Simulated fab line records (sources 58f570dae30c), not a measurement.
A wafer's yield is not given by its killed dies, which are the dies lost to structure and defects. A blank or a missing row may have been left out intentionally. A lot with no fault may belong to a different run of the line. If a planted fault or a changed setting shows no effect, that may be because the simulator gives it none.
Which tool did it?	flow berkeley-cmos170	14 lots, 42 wafers sampled, at 2 steps of a route of 331

WHAT THE GAUGES READ, wafer by wafer
UCB170_V2_CD_MEAS_12: the cd target is 700 nm. Usual: cd-nm 699.4 nm, standard deviation 1.
lot	measured	on	cd-nm (nm)	flag
L498	day 8 11:22	cd-sem-02	700.3 701.0 701.3	
L499	day 8 16:08	cd-sem-01	699.8 699.0 699.9	
L500	day 9 01:20	cd-sem-01	700.6 700.7 700.6	
L503	day 9 10:38	cd-sem-01	699.0 699.0 699.3	
L505	day 10 05:09	cd-sem-02	697.9 699.2 698.1	
L509	day 10 22:38	cd-sem-02	698.5 699.2 698.9	
L513	day 12 02:41	cd-sem-01	699.4 700.3 698.1	
L512	day 12 04:58	cd-sem-01	699.8 698.3 699.3	
L516	day 13 15:01	cd-sem-02	697.2 697.0 698.5	
L517	day 13 18:37	cd-sem-01	701.2 700.3 701.0	
L519	day 14 06:06	cd-sem-02	700.1 699.9 699.0	
L518	day 14 06:16	cd-sem-02	700.1 699.5 700.2	
L521	day 14 08:38	cd-sem-02	698.5 698.2 697.5	
L520	day 14 09:20	cd-sem-01	700.2 700.6 700.3	

UCB170_V2_OVL_MEAS_13. Usual: V2_OVL typically reads 3 nm, with standard deviation 6.
lot	measured	on	V2_OVL (nm)	flag
L498	day 8 11:29	overlay-01	11 6 2	
L499	day 8 16:13	overlay-02	3 3 -5	
L500	day 9 01:25	overlay-01	-1 3 1	
L503	day 9 10:46	overlay-02	3 7 -2	
L505	day 10 05:15	overlay-02	0 7 7	
L509	day 10 22:43	overlay-01	2 -5 3	
L513	day 12 02:48	overlay-01	3 -5 3	
L512	day 12 05:03	overlay-02	10 2 0	
L516	day 13 15:07	overlay-02	1 -1 -4	
L517	day 13 18:44	overlay-02	-1 -1 -7	
L519	day 14 06:13	overlay-02	16 10 10	
L518	day 14 06:23	overlay-02	2 6 3	
L521	day 14 08:44	overlay-02	4 5 11	
L520	day 14 09:27	overlay-01	-2 5 -5	

TOOL THAT RAN EACH LOT (tool first, then ch and the chambers of the sampled wafers, then the start)
There is no process step in the record ahead of these readings.

AS READ BY THE TOOLS THEMSELVES (means over the sampled wafers that have a number; for cases with no such wafer, the mark the record gives instead)
The record holds no such reading with a usual standard deviation.

THE ANSWER, worked out from the rows above alone
Rule: a lot counts as off when the mean over its wafers that have a number is more than 3 standard deviations away from the usual mean. Also off: a lot with no number at a reading for which 4 or more lots have one. All remaining lots with rows at the step are treated as sound. Order of review: gauges by route order, followed by the tools' own readings, for which a lot's mean as printed above is used. At the first step where some lot is off, the reading lying furthest off is the one used; lots without a number count as furthest.
No lot is off on any of the readings shown, so nothing can be concluded from this.

WHAT THE SIMULATOR HAD PUT IN
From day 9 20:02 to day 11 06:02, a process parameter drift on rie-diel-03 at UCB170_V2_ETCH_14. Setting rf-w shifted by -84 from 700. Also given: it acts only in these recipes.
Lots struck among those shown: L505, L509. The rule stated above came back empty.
